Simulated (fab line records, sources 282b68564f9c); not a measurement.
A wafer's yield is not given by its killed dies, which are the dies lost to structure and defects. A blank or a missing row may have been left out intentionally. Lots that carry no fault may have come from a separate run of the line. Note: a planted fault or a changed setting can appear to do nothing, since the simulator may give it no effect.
fab line records | flow rit-cmos
record: lots: 6 | wafers: 18 | last-day: 7
route steps=202 shown ACTIVE@1 FOX1@20 FOX2@23 M1@202
lots that met no fault: from a run of the same line without faults
start-h: hours from the record's opening day to when the first of the lot's shown wafers began | wait-h: hours from the lot's prior step to this one | " same as the row above | L1.1+2: one row covering several wafers at once | - no value, or no start was given | * or withheld: withheld | < > ~ a bound
route shown NAME@n: NAME is a module with steps in the file, n the number in the route of the first one | usual: mean/standard deviation taken from wafers without a fault | same: alike in all rows | chamber/n: place in a boat | sites: the reading at each site | _std_site: the values' standard deviation | _edge_site: mean of outer sites minus mean of inner sites | radius-mm: for every site, how far away it sits from the centre of the wafer | mask NAME#n: copy n | behind: the tool/chamber that last shaped the wafer | hold: reason for holding the lot/hours on hold/outcome of the hold | device: names the non-switching transistor (n, p or np) | end of line: tests run on the same wafers once the route is complete | where a step has no rows: the recipe by itself | killed: dies that structure and defects cost at the first sort, which is not the same as the wafer's yield | map: shows each die of a wafer: x if killed, . if not, _ if none is there
set.NAME: the setting that was run; set.NAME@STEP: the one run at that earlier step | model.NAME: the simulator's own value behind a step, which no gauge read
lots at selected steps of the route; one table per step, one row per wafer
services: from which hour (start-h, from the record's first day; less than 0 if before it) a tool's chamber was out of use, for how many hours, and why
== steps ==
step: RIT_ACTIVE_BOW_MEAS_00
recipe: mode: bow
usual: INCOMING_BOW: 1/6.6
lot.wafer | tool          | chamber | start-h | wait-h | INCOMING_BOW[um]
L502.1    | film-metro-01 | -       | 25.00   | -      | 2
L502.2    | "             | -       | "       | "      | -1
L502.6    | "             | -       | "       | "      | -16
L503.1    | film-metro-01 | -       | 30.00   | -      | -2
L503.2    | "             | -       | "       | "      | -1
L503.6    | "             | -       | "       | "      | -8
L507.1    | film-metro-03 | -       | 50.00   | -      | -6
L507.5    | "             | -       | "       | "      | -1
L507.6    | "             | -       | "       | "      | 3
L511.1    | film-metro-01 | -       | 70.00   | -      | 0
L511.3    | "             | -       | "       | "      | -3
L511.4    | "             | -       | "       | "      | 2
L515.1    | film-metro-03 | -       | 90.00   | -      | 5
L515.3    | "             | -       | "       | "      | -1
L515.5    | "             | -       | "       | "      | 3
L518.2    | film-metro-02 | -       | 105.02  | -      | -5
L518.3    | "             | -       | "       | "      | -10
L518.6    | "             | -       | "       | "      | 4
step: RIT_ACTIVE_OXIDATION_01
recipe: temp-c: 1000 | ambient: O2 | target-thk-a: 468 | ox-time-s: 3360
usual: spike-tc-load-C: 1028.3/1.6 | zone-power-source-pct: 32/3.5
lot.wafer | tool       | chamber | start-h | wait-h | spike-tc-load-C | zone-power-source-pct | model.SiO2_of_ACTIVE_OXIDATION_01.thk-nm
L502.1    | furnace-01 | 0       | 25.52   | 0.5    | 1026.3          | 28                    | 45.46
L502.2    | "          | 0       | "       | "      | 1025.9          | 29                    | 46.09
L502.6    | "          | 0       | "       | "      | 1026.2          | 29                    | 45.28
L503.1    | furnace-04 | 0       | 31.10   | 1.1    | 1032.1          | 34                    | 46.05
L503.2    | "          | 0       | "       | "      | 1030.2          | 35                    | 45.65
L503.6    | "          | 0       | "       | "      | 1031.2          | 35                    | 45.97
L507.1    | furnace-04 | 0       | 50.32   | 0.3    | 1030.3          | 34                    | 49.31
L507.5    | "          | 0       | "       | "      | 1031.8          | 34                    | 50.18
L507.6    | "          | 0       | "       | "      | 1029.4          | 34                    | 49.38
L511.1    | furnace-04 | 0       | 71.10   | 1.1    | 1032.7          | 34                    | 51.79
L511.3    | "          | 0       | "       | "      | 1030.1          | 34                    | 51.37
L511.4    | "          | 0       | "       | "      | 1032.3          | 35                    | 50.98
L515.1    | furnace-01 | 0       | 90.29   | 0.3    | 1026.5          | 29                    | 47.99
L515.3    | "          | 0       | "       | "      | 1029.5          | 29                    | 47.09
L515.5    | "          | 0       | "       | "      | 1029.3          | 28                    | 47.24
L518.2    | furnace-01 | 0       | 107.04  | 2.0    | 1028.4          | 29                    | 46.67
L518.3    | "          | 0       | "       | "      | 1028.1          | 29                    | 47.24
L518.6    | "          | 0       | "       | "      | 1028.2          | 29                    | 47.29
step: RIT_ACTIVE_THK_MEAS_02
recipe: reads: SiO2_of_ACTIVE_OXIDATION_01
usual: ACTIVE_OXIDE_THK: 46.9/0.86
lot.wafer | tool          | chamber | start-h | wait-h | ACTIVE_OXIDE_THK[nm]
L502.1    | film-metro-01 | -       | 27.45   | 0.0    | 45.5
L502.2    | "             | -       | "       | "      | 46.1
L502.6    | "             | -       | "       | "      | 45.3
L503.1    | film-metro-03 | -       | 33.03   | 0.0    | 46.1
L503.2    | "             | -       | "       | "      | 45.6
L503.6    | "             | -       | "       | "      | 46.0
L507.1    | film-metro-02 | -       | 52.26   | 0.0    | 49.3
L507.5    | "             | -       | "       | "      | 50.2
L507.6    | "             | -       | "       | "      | 49.4
L511.1    | film-metro-02 | -       | 73.03   | 0.0    | 51.7
L511.3    | "             | -       | "       | "      | 51.4
L511.4    | "             | -       | "       | "      | 51.0
L515.1    | film-metro-01 | -       | 92.22   | 0.0    | 48.0
L515.3    | "             | -       | "       | "      | 47.2
L515.5    | "             | -       | "       | "      | 47.3
L518.2    | film-metro-02 | -       | 108.98  | 0.0    | 46.6
L518.3    | "             | -       | "       | "      | 47.2
L518.6    | "             | -       | "       | "      | 47.3
step: RIT_ACTIVE_CVD_03
recipe: material: Si3N4 | target-thk-nm: 150 | temp-c: 810 | precursor: SiH2Cl2/NH3 | time-s: 1500 | pressure-mtorr: 300 | sih2cl2-flow-sccm: 60 | nh3-flow-sccm: 150
step: RIT_ACTIVE_THK_MEAS_04
recipe: reads: Si3N4_of_ACTIVE_CVD_03
usual: ACTIVE_NITRIDE_THK: 149.3/1.6
lot.wafer | tool          | chamber | start-h | wait-h | ACTIVE_NITRIDE_THK[nm]
L502.1    | film-metro-01 | -       | 28.93   | 0.0    | 149.1
L502.2    | "             | -       | "       | "      | 149.1
L502.6    | "             | -       | "       | "      | 148.7
L503.1    | film-metro-01 | -       | 34.51   | 0.0    | 149.6
L503.2    | "             | -       | "       | "      | 150.6
L503.6    | "             | -       | "       | "      | 150.9
L507.1    | film-metro-02 | -       | 53.73   | 0.0    | 151.3
L507.5    | "             | -       | "       | "      | 150.4
L507.6    | "             | -       | "       | "      | 152.3
L511.1    | film-metro-01 | -       | 74.51   | 0.0    | 150.6
L511.3    | "             | -       | "       | "      | 149.4
L511.4    | "             | -       | "       | "      | 150.1
L515.1    | film-metro-03 | -       | 93.70   | 0.0    | 148.9
L515.3    | "             | -       | "       | "      | 149.3
L515.5    | "             | -       | "       | "      | 149.8
L518.2    | film-metro-01 | -       | 110.46  | 0.0    | 147.6
L518.3    | "             | -       | "       | "      | 148.3
L518.6    | "             | -       | "       | "      | 147.7
step: RIT_ACTIVE_HMDS_05
recipe: prime-time-s: 60 | prime-temp-c: 140
step: RIT_ACTIVE_COAT_06
recipe: resist: NOVOLAK | spin-rpm: 3250 | resist-thk-nm: 1000
step: RIT_ACTIVE_SOFTBAKE_07
recipe: resist: NOVOLAK | temp-c: 90 | time-s: 60
step: RIT_ACTIVE_EXPOSE_08
recipe: mask-id: M1 | na: 0.6 | source-shape: conventional | sigma-outer: 0.6 | target-cd-nm: 1400 | dose-mj: 225
step: RIT_ACTIVE_PEB_09
recipe: resist: NOVOLAK | temp-c: withheld | time-s: withheld
step: RIT_ACTIVE_DEVELOP_10
recipe: resist: NOVOLAK | develop-time-s: 50 | dev-temp-c: 24.02
step: RIT_ACTIVE_CD_MEAS_11
recipe: target-cd-nm: 1400
usual: cd-nm: 1399.9/2.4
lot.wafer | tool      | chamber | start-h | wait-h | cd-nm
L502.1    | cd-sem-01 | -       | 29.99   | -      | 1402.9
L502.2    | "         | -       | "       | "      | 1403.7
L502.6    | "         | -       | "       | "      | 1404.0
L503.1    | cd-sem-01 | -       | 35.42   | -      | 1400.7
L503.2    | "         | -       | "       | "      | 1401.5
L503.6    | "         | -       | "       | "      | 1400.3
L507.1    | cd-sem-01 | -       | 54.72   | -      | 1403.2
L507.5    | "         | -       | "       | "      | 1405.5
L507.6    | "         | -       | "       | "      | 1404.7
L511.1    | cd-sem-01 | -       | 75.42   | -      | 1395.8
L511.3    | "         | -       | "       | "      | 1396.8
L511.4    | "         | -       | "       | "      | 1396.0
L515.1    | cd-sem-01 | -       | 94.71   | -      | 1399.3
L515.3    | "         | -       | "       | "      | 1396.7
L515.5    | "         | -       | "       | "      | 1398.3
L518.2    | cd-sem-01 | -       | 111.50  | -      | 1404.6
L518.3    | "         | -       | "       | "      | 1403.6
L518.6    | "         | -       | "       | "      | 1402.3
step: RIT_ACTIVE_HARDBAKE_12
recipe: resist: NOVOLAK | temp-c: 140 | time-s: 60
step: RIT_ACTIVE_ETCH_13
recipe: stop-on: SiO2 | chemistry: SF6 | target: Si3N4 | time-s: 210 | over-etch-frac: 0.4115 | SF6_flow_sccm: 200 | pressure-mtorr: 260 | rf-w: 125 | target-depth-a: 2100
usual: chamber-pressure-mTorr: 260.03/0.22 | drypump-motor-current-A: 5.52/0.25 | oes-product-au: 0.818/0.011 | throttle-valve-pct: 7.50/0.12
lot.wafer | tool        | chamber | start-h | wait-h | chamber-pressure-mTorr | drypump-motor-current-A | oes-product-au | rf-hours-counter-h | throttle-valve-pct
L502.1    | rie-diel-01 | 0       | 30.26   | 0.1    | 259.62                 | 5.77                    | 0.829          | 100                | 7.47
L502.2    | "           | 2       | "       | "      | 260.44                 | 6.04                    | 0.818          | 91                 | 7.64
L502.6    | "           | 2       | "       | "      | 259.56                 | 6.06                    | 0.815          | -                  | 7.65
L503.1    | rie-diel-03 | 0       | 35.74   | 0.1    | 260.00                 | 5.81                    | 0.805          | 154                | 7.49
L503.2    | "           | 3       | "       | "      | 259.95                 | 5.66                    | 0.822          | 122                | 7.65
L503.6    | "           | 3       | "       | "      | 260.35                 | 5.63                    | 0.812          | -                  | 7.65
L507.1    | rie-diel-01 | 2       | 54.99   | 0.1    | 260.11                 | 6.07                    | 0.828          | 91                 | 7.66
L507.5    | "           | 0       | "       | "      | 259.94                 | 5.78                    | 0.834          | -                  | 7.46
L507.6    | "           | 1       | "       | "      | 259.82                 | 5.41                    | 0.851          | -                  | 7.29
L511.1    | rie-diel-02 | 2       | 75.69   | 0.1    | 259.93                 | 5.43                    | 0.813          | 121                | 7.47
L511.3    | "           | 0       | "       | "      | 260.29                 | 5.62                    | 0.824          | 22                 | 7.34
L511.4    | "           | 2       | "       | "      | 260.48                 | 5.42                    | 0.802          | -                  | 7.48
L515.1    | rie-diel-03 | 0       | 94.98   | 0.1    | 260.07                 | 5.85                    | 0.811          | 155                | 7.49
L515.3    | "           | 2       | "       | "      | 259.91                 | 5.34                    | 0.825          | 6                  | 7.40
L515.5    | "           | 0       | "       | "      | 260.24                 | 5.85                    | 0.799          | -                  | 7.47
L518.2    | rie-diel-03 | 0       | 111.75  | 0.1    | 260.16                 | 5.86                    | 0.797          | 155                | 7.48
L518.3    | "           | 1       | "       | "      | 260.33                 | 5.17                    | 0.819          | 91                 | 7.60
L518.6    | "           | 1       | "       | "      | 259.86                 | 5.19                    | 0.818          | -                  | 7.60
step: RIT_ACTIVE_STRIP_14
recipe: chemistry: O2 | time-s: 180 | resist: NOVOLAK | platen-temp-c: withheld | power-w: 500 | pressure-mtorr: 4000 | o2-flow-sccm: 4000
usual: chamber-pressure-mTorr: 3999/3.9 | drypump-motor-current-A: 5.73/0.29
lot.wafer | tool            | chamber | start-h | wait-h | chamber-pressure-mTorr | drypump-motor-current-A | rf-hours-counter-h
L502.1    | plasma-asher-04 | 0       | 30.40   | 0.1    | 4005                   | 5.47                    | 38
L502.2    | "               | 1       | "       | "      | 3997                   | 5.55                    | 38
L502.6    | "               | 0       | "       | "      | 4005                   | 5.45                    | -
L503.1    | plasma-asher-02 | 0       | 35.87   | 0.1    | 3997                   | 5.86                    | 39
L503.2    | "               | 1       | "       | "      | 3999                   | 6.14                    | 39
L503.6    | "               | 0       | "       | "      | 4001                   | 5.85                    | -
L507.1    | plasma-asher-04 | 0       | 55.12   | 0.1    | 3999                   | 5.40                    | 40
L507.5    | "               | 0       | "       | "      | 4000                   | 5.42                    | -
L507.6    | "               | 1       | "       | "      | 4003                   | 5.58                    | -
L511.1    | plasma-asher-01 | 1       | 75.82   | 0.1    | 3997                   | 5.53                    | 44
L511.3    | "               | 1       | "       | "      | 4001                   | 5.53                    | -
L511.4    | "               | 0       | "       | "      | 3999                   | 6.23                    | -
L515.1    | plasma-asher-02 | 1       | 95.12   | 0.1    | 3997                   | 6.17                    | 45
L515.3    | "               | 1       | "       | "      | 3998                   | 6.10                    | -
L515.5    | "               | 1       | "       | "      | 4001                   | 6.13                    | -
L518.2    | plasma-asher-02 | 0       | 111.89  | 0.1    | 3999                   | 5.83                    | 47
L518.3    | "               | 0       | "       | "      | 3997                   | 5.84                    | -
L518.6    | "               | 1       | "       | "      | 3998                   | 6.15                    | -
step: RIT_ACTIVE_CD_MEAS_90
recipe: target-cd-nm: 1400
usual: cd-nm: 1400.0/2.5
lot.wafer | tool      | chamber | start-h | wait-h | cd-nm
L502.1    | cd-sem-02 | -       | 30.57   | 0.1    | 1403.0
L502.2    | "         | -       | "       | "      | 1404.0
L502.6    | "         | -       | "       | "      | 1404.1
L503.1    | cd-sem-01 | -       | 36.04   | 0.1    | 1401.1
L503.2    | "         | -       | "       | "      | 1400.8
L503.6    | "         | -       | "       | "      | 1400.5
L507.1    | cd-sem-01 | -       | 55.30   | 0.1    | 1403.0
L507.5    | "         | -       | "       | "      | 1405.6
L507.6    | "         | -       | "       | "      | 1405.3
L511.1    | cd-sem-01 | -       | 76.00   | 0.1    | 1396.0
L511.3    | "         | -       | "       | "      | 1396.7
L511.4    | "         | -       | "       | "      | 1395.8
L515.1    | cd-sem-01 | -       | 95.29   | 0.1    | 1399.4
L515.3    | "         | -       | "       | "      | 1397.2
L515.5    | "         | -       | "       | "      | 1398.6
L518.2    | cd-sem-01 | -       | 112.08  | 0.1    | 1405.0
L518.3    | "         | -       | "       | "      | 1403.5
L518.6    | "         | -       | "       | "      | 1402.5
step: RIT_ACTIVE_CLEAN_15
recipe: chemistry: SC1 | mix: 3:3:50 | time-s: 600 | temp-c: 75
step: RIT_ACTIVE_CLEAN_16
recipe: chemistry: dHF | dilution: 50:1 | time-s: 30
step: RIT_ACTIVE_CLEAN_17
recipe: chemistry: SC2 | mix: 3:3:50 | time-s: 600 | temp-c: 75 | dry: n2-spin
step: RIT_FOX1_OXIDATION_00
recipe: temp-c: 1100 | ambient: H2O | target-thk-a: 3507 | p-h2o-torr: 720 | ox-time-s: 1130
step: RIT_FOX1_THK_MEAS_01
recipe: reads: SiO2_of_FOX1_OXIDATION_00
usual: FOX1_OXIDE_THK: 350/6.6
lot.wafer | tool          | chamber | start-h | wait-h | FOX1_OXIDE_THK[nm]
L502.1    | film-metro-01 | -       | 32.88   | 0.0    | 352
L502.2    | "             | -       | "       | "      | 344
L502.6    | "             | -       | "       | "      | 344
L503.1    | film-metro-04 | -       | 38.37   | 0.0    | 341
L503.2    | "             | -       | "       | "      | 342
L503.6    | "             | -       | "       | "      | 346
L507.1    | film-metro-04 | -       | 58.92   | 0.0    | 351
L507.5    | "             | -       | "       | "      | 347
L507.6    | "             | -       | "       | "      | 349
L511.1    | film-metro-04 | -       | 80.56   | 0.0    | 357
L511.3    | "             | -       | "       | "      | 349
L511.4    | "             | -       | "       | "      | 355
L515.1    | film-metro-01 | -       | 97.25   | 0.0    | 355
L515.3    | "             | -       | "       | "      | 356
L515.5    | "             | -       | "       | "      | 358
L518.2    | film-metro-04 | -       | 113.87  | 0.0    | 341
L518.3    | "             | -       | "       | "      | 340
L518.6    | "             | -       | "       | "      | 347
step: RIT_FOX1_WET_ETCH_02
recipe: chemistry: BOE | target-depth-nm: 350 | time-s: 390 | temp-c: 21.5 | dry: n2-spin | dilution: 10:1 | target: SiO2
step: RIT_FOX2_OXIDATION_00
recipe: temp-c: 1100 | ambient: H2O | target-thk-a: 3507 | p-h2o-torr: 720 | ox-time-s: 1130
step: RIT_FOX2_THK_MEAS_01
recipe: reads: SiO2_of_FOX2_OXIDATION_00
usual: FOX2_OXIDE_THK: 352/6.2
lot.wafer | tool          | chamber | start-h | wait-h | FOX2_OXIDE_THK[nm]
L502.1    | film-metro-04 | -       | 34.37   | 0.0    | 357
L502.2    | "             | -       | "       | "      | 353
L502.6    | "             | -       | "       | "      | 354
L503.1    | film-metro-04 | -       | 39.86   | 0.0    | 344
L503.2    | "             | -       | "       | "      | 343
L503.6    | "             | -       | "       | "      | 345
L507.1    | film-metro-04 | -       | 60.41   | 0.0    | 344
L507.5    | "             | -       | "       | "      | 346
L507.6    | "             | -       | "       | "      | 350
L511.1    | film-metro-03 | -       | 82.13   | 0.0    | 352
L511.3    | "             | -       | "       | "      | 346
L511.4    | "             | -       | "       | "      | 348
L515.1    | film-metro-04 | -       | 99.09   | 0.0    | 357
L515.3    | "             | -       | "       | "      | 364
L515.5    | "             | -       | "       | "      | 354
L518.2    | film-metro-04 | -       | 116.44  | 0.0    | 342
L518.3    | "             | -       | "       | "      | 346
L518.6    | "             | -       | "       | "      | 343
step: RIT_FOX2_CLEAN_02
recipe: chemistry: dHF | dilution: 50:1 | time-s: 180
step: RIT_FOX2_WET_ETCH_03
recipe: chemistry: H3PO4 | target: Si3N4 | target-depth-nm: 195 | temp-c: 165 | time-s: 2801
lot.wafer | tool         | chamber | start-h | wait-h | model.SiO2_of_ACTIVE_OXIDATION_01.thk-nm
L502.1    | wet-bench-03 | 3       | 34.49   | 0.0    | 40.11
L502.2    | "            | 3       | "       | "      | 40.27
L502.6    | "            | 3       | "       | "      | 39.57
L503.1    | wet-bench-03 | 1       | 39.98   | 0.0    | 40.21
L503.2    | "            | 1       | "       | "      | 36.02
L503.6    | "            | 1       | "       | "      | 36.26
L507.1    | wet-bench-03 | 0       | 60.53   | 0.0    | 43.25
L507.5    | "            | 0       | "       | "      | 44.47
L507.6    | "            | 0       | "       | "      | 43.76
L511.1    | wet-bench-02 | 1       | 82.25   | 0.0    | 45.85
L511.3    | "            | 1       | "       | "      | 44.87
L511.4    | "            | 1       | "       | "      | 45.13
L515.1    | wet-bench-02 | 1       | 99.21   | 0.0    | 41.88
L515.3    | "            | 1       | "       | "      | 39.05
L515.5    | "            | 1       | "       | "      | 41.24
L518.2    | wet-bench-02 | 0       | 116.55  | 0.0    | 40.71
L518.3    | "            | 0       | "       | "      | 40.79
L518.6    | "            | 0       | "       | "      | 40.86
step: RIT_FOX2_THK_MEAS_90
recipe: reads: SiO2_of_FOX2_OXIDATION_00
usual: FIELD_OXIDE_LEFT_1_THK: 325/6.2
lot.wafer | tool          | chamber | start-h | wait-h | FIELD_OXIDE_LEFT_1_THK[nm]
L502.1    | film-metro-04 | -       | 35.25   | 0.0    | 329
L502.2    | "             | -       | "       | "      | 326
L502.6    | "             | -       | "       | "      | 327
L503.1    | film-metro-04 | -       | 40.73   | 0.0    | 316
L503.2    | "             | -       | "       | "      | 315
L503.6    | "             | -       | "       | "      | 317
L507.1    | film-metro-04 | -       | 61.29   | 0.0    | 316
L507.5    | "             | -       | "       | "      | 318
L507.6    | "             | -       | "       | "      | 323
L511.1    | film-metro-03 | -       | 83.01   | 0.0    | 324
L511.3    | "             | -       | "       | "      | 318
L511.4    | "             | -       | "       | "      | 320
L515.1    | film-metro-01 | -       | 99.97   | 0.0    | 329
L515.3    | "             | -       | "       | "      | 336
L515.5    | "             | -       | "       | "      | 327
L518.2    | film-metro-01 | -       | 117.32  | 0.0    | 314
L518.3    | "             | -       | "       | "      | 318
L518.6    | "             | -       | "       | "      | 315
step: RIT_M1_PROBE_99
usual: killed_at_M0_to_M3: 0.0/0.16 | killed-at-contacts: 0.0/0.2 | killed-at-front-end: 7.2/2.5 | killed-dies: 7.3/2.5 | killed-on-rim: 2.0/1.4 | killed-open: 3.8/1.9 | killed-short: 3.5/1.8
same: gross-dies: 264 | killed_at_M4_up: 0 | killed-at-back-side: 0 | killed-at-other: 0
lot.wafer | tool      | chamber | start-h | wait-h | killed_at_M0_to_M3 | killed-at-contacts | killed-at-front-end | killed-dies | killed-on-rim | killed-open | killed-short | model.etest.nldd.width-nm | model.etest.pldd.width-nm
L502.1    | prober-01 | -       | 73.95   | 0.1    | 0                  | 0                  | 10                  | 10          | 4             | 5           | 5            | 3184                      | 3179
L502.2    | prober-01 | -       | 74.00   | 0.1    | 0                  | 0                  | 5                   | 5           | 2             | 4           | 1            | 3186                      | 3206
L502.6    | prober-01 | -       | 74.20   | 0.2    | 0                  | 0                  | 7                   | 7           | 2             | 4           | 3            | 3183                      | 3206
L503.1    | prober-02 | -       | 82.26   | 0.1    | 0                  | 0                  | 7                   | 7           | 1             | 4           | 3            | 3206                      | 3199
L503.2    | prober-02 | -       | 82.31   | 0.1    | 0                  | 0                  | 2                   | 2           | 1             | 2           | 0            | 3220                      | 3210
L503.6    | prober-02 | -       | 82.51   | 0.2    | 0                  | 0                  | 6                   | 6           | 0             | 2           | 4            | 3205                      | 3185
L507.1    | prober-01 | -       | 103.03  | 0.1    | 0                  | 0                  | 10                  | 10          | 3             | 3           | 7            | 3171                      | 3180
L507.5    | prober-01 | -       | 103.23  | 0.2    | 0                  | 0                  | 7                   | 7           | 5             | 3           | 4            | 3173                      | 3168
L507.6    | prober-01 | -       | 103.28  | 0.2    | 0                  | 0                  | 9                   | 9           | 5             | 2           | 7            | 3167                      | 3182
L511.1    | prober-02 | -       | 123.70  | 0.1    | 0                  | 0                  | 9                   | 9           | 3             | 6           | 3            | 3113                      | 3135
L511.3    | prober-02 | -       | 123.80  | 0.2    | 0                  | 0                  | 6                   | 6           | 2             | 4           | 2            | 3131                      | 3122
L511.4    | prober-02 | -       | 123.85  | 0.2    | 0                  | 0                  | 5                   | 5           | 2             | 2           | 3            | 3134                      | 3105
L515.1    | prober-02 | -       | 140.04  | 0.1    | 0                  | 1                  | 10                  | 11          | 4             | 3           | 8            | 3152                      | 3158
L515.3    | prober-02 | -       | 140.14  | 0.2    | 0                  | 0                  | 4                   | 4           | 0             | 2           | 2            | 3153                      | 3154
L515.5    | prober-02 | -       | 140.24  | 0.2    | 0                  | 0                  | 10                  | 10          | 1             | 4           | 6            | 3193                      | 3162
L518.2    | prober-01 | -       | 157.16  | 0.1    | 1                  | 1                  | 5                   | 7           | 2             | 3           | 4            | 3205                      | 3199
L518.3    | prober-01 | -       | 157.21  | 0.2    | 0                  | 0                  | 9                   | 9           | 1             | 5           | 4            | 3212                      | 3201
L518.6    | prober-01 | -       | 157.36  | 0.2    | 0                  | 0                  | 8                   | 8           | 1             | 2           | 6            | 3188                      | 3192
killed by level:class
L502.1 GATE:geometric-particle:short=4 SILICIDE:geometric-particle:open=3 GATE:geometric-particle:open=2 REOX:geometric-particle:short=1
L502.2 FOX1:geometric-particle:open=3 FOX2:geometric-particle:open=1 SILICIDE:geometric-particle:short=1
L502.6 FOX1:geometric-particle:open=1 FOX1:geometric-particle:short=1 FOX2:geometric-particle:open=1 GATE:geometric-particle:open=1 GATE:geometric-particle:short=1 REOX:geometric-particle:short=1 SILICIDE:geometric-particle:open=1
L503.1 GATE:geometric-particle:open=3 GATE:geometric-particle:short=3 SPACER:geometric-particle:open=1
L503.2 GATE:geometric-particle:open=2
L503.6 GATE:geometric-particle:short=3 FOX1:geometric-particle:short=1 FOX1:geometric-particle:open=1 GATE:geometric-particle:open=1
L507.1 REOX:geometric-particle:short=4 FOX2:geometric-particle:short=2 REOX:geometric-particle:open=2 GATE:geometric-particle:open=1 SILICIDE:geometric-particle:short=1
L507.5 GATE:geometric-particle:short=3 FOX1:geometric-particle:open=2 GATE:geometric-particle:open=1 REOX:geometric-particle:short=1
L507.6 GATE:geometric-particle:short=5 FOX2:geometric-particle:short=1 FOX1:geometric-particle:open=1 SILICIDE:geometric-particle:short=1 SILICIDE:geometric-particle:open=1
L511.1 GATE:geometric-particle:short=3 FOX2:geometric-particle:open=2 GATE:geometric-particle:open=2 SILICIDE:geometric-particle:open=2
L511.3 REOX:geometric-particle:short=2 GATE:geometric-particle:open=1 REOX:geometric-particle:open=1 SPACER:geometric-particle:open=1 SILICIDE:geometric-particle:open=1
L511.4 GATE:geometric-particle:short=2 GATE:geometric-particle:open=1 REOX:geometric-particle:short=1 SPACER:geometric-particle:open=1
L515.1 GATE:geometric-particle:short=3 GATE:geometric-particle:open=2 REOX:geometric-particle:short=2 FOX1:geometric-particle:short=1 SPACER:geometric-particle:open=1 SPACER:geometric-particle:short=1 CONTACT:geometric-particle:short=1
L515.3 GATE:geometric-particle:short=1 REOX:geometric-particle:open=1 SPACER:geometric-particle:open=1 SPACER:geometric-particle:short=1
L515.5 SPACER:geometric-particle:short=4 GATE:geometric-particle:open=2 SPACER:geometric-particle:open=2 GATE:geometric-particle:short=2
L518.2 FOX1:geometric-particle:short=1 FOX2:geometric-particle:short=1 GATE:geometric-particle:open=1 GATE:geometric-particle:short=1 SILICIDE:geometric-particle:open=1 CONTACT:geometric-particle:open=1 M1:geometric-particle:short=1
L518.3 GATE:geometric-particle:short=3 GATE:geometric-particle:open=2 SILICIDE:geometric-particle:open=2 FOX1:geometric-particle:short=1 SPACER:geometric-particle:open=1
L518.6 GATE:geometric-particle:short=3 SILICIDE:geometric-particle:short=2 ACTIVE:geometric-particle:open=1 REOX:geometric-particle:short=1 SILICIDE:geometric-particle:open=1
== services ==
tool            | chamber | start-h | hours | kind
rie-diel-02     | 2       | 15.15   | 7.5   | repair
rie-diel-02     | 1       | 24.10   | 127.8 | repair
wet-bench-02    | -       | 49.74   | 1.7   | repair
rie-diel-01     | -       | 70.58   | 2.8   | pm
rie-diel-01     | 3       | 79.01   | 14.1  | repair
plasma-asher-02 | -       | 79.75   | 1.5   | repair
plasma-asher-01 | -       | 86.60   | 2.0   | repair
plasma-asher-04 | -       | 108.75  | 9.0   | pm
plasma-asher-04 | 0       | 108.75  | 9.0   | vent-cycle
plasma-asher-04 | 1       | 108.75  | 9.0   | vent-cycle
rie-diel-03     | 0       | 114.18  | -     | clean
rie-diel-03     | 0       | 114.18  | 22.0  | scheduled-down
rie-diel-03     | 0       | 114.18  | 22.0  | vent-cycle
== key ==
first-sign: step: RIT_ACTIVE_THK_MEAS_02 | reading: ACTIVE_OXIDE_THK | direction: up | sigmas: 4.1 | usual: 46.9 | struck: 50.5
effect none on later readings
model-effect: step: RIT_ACTIVE_OXIDATION_01 | value: SiO2_of_ACTIVE_OXIDATION_01.thk-nm | without: 47.21 | struck: 50.5
model-effect: step: RIT_FOX2_WET_ETCH_03 | value: SiO2_of_ACTIVE_OXIDATION_01.thk-nm | without: 41.63 | struck: 44.55
model-effect: step: RIT_M1_PROBE_99 | value: etest.nldd.width-nm | without: 3182 | struck: 3148
met-at RIT_ACTIVE_OXIDATION_01
struck-wafers L507.1,L507.5,L507.6,L511.1,L511.3,L511.4
tester-left-out L507,L511
onset-between 31.10 50.32
fault: kind: process-parameter-drift | tool: furnace-04 | chamber: - | onset-h: 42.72 | steps: RIT_ACTIVE_OXIDATION_01 | channel: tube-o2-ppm | offset: 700 | shape: step | end-h: 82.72
tester-left-out: of these lots the tester's yield and bins aren't shown, on N5 and GAA mostly nor the transistor test; their killed dies are dies lost to structure and defects alone, not to doping, threshold or leakage, so they don't give the yield
